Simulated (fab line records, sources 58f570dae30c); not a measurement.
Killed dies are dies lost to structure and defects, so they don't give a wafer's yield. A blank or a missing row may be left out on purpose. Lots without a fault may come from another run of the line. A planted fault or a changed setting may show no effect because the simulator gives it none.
Chamber matching | flow berkeley_cmos170 | UCB170_GATE_ETCH_14 on rie_diel-01: 4 sister chambers
The step etches BARC in N2/H2. 4 wafers are shown with their chamber, then 7 later ones without.

WAFERS WITH THEIR CHAMBER
wafer  | chamber | drypump_motor_current_A (A)
L365.3 | 1       | 4.7
L365.5 | 0       | 5.8
L367.1 | 2       | 4.9
L367.2 | 3       | 6.1

WAFERS WITHOUT THEIR CHAMBER
wafer  | drypump_motor_current_A (A)
L367.5 | 5.8
L370.1 | 6.1
L370.2 | 5.8
L370.3 | 4.8
L366.2 | 5.8
L366.4 | 4.9
L366.6 | 5.8

WHICH CHAMBER EACH WENT THROUGH
wafer  | from the rows above     | in truth
L367.5 | 0                       | 0
L370.1 | 3                       | 3
L370.2 | 0                       | 0
L370.3 | can't be placed: 1 or 2 | 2
L366.2 | 0                       | 0
L366.4 | 2                       | 2
L366.6 | 0                       | 0
Placed correctly: 6 of 7. Can't be placed from these rows: 1 (the true chamber is among the candidates in 1). Placed wrongly: 0.
How it was worked out, from the rows above alone: a wafer's distance from a chamber is the root of the sum, over the readings, of the square of ((its reading less the chamber's mean) divided by the reading's scatter). The wafer belongs to the nearest chamber; if the next one is less than 2 further off, it can't be placed. A chamber's mean is the mean of its shown wafers. The scatter: with one shown wafer a chamber, the root of the mean of the squares of how far each hidden wafer lies from its nearest shown one.
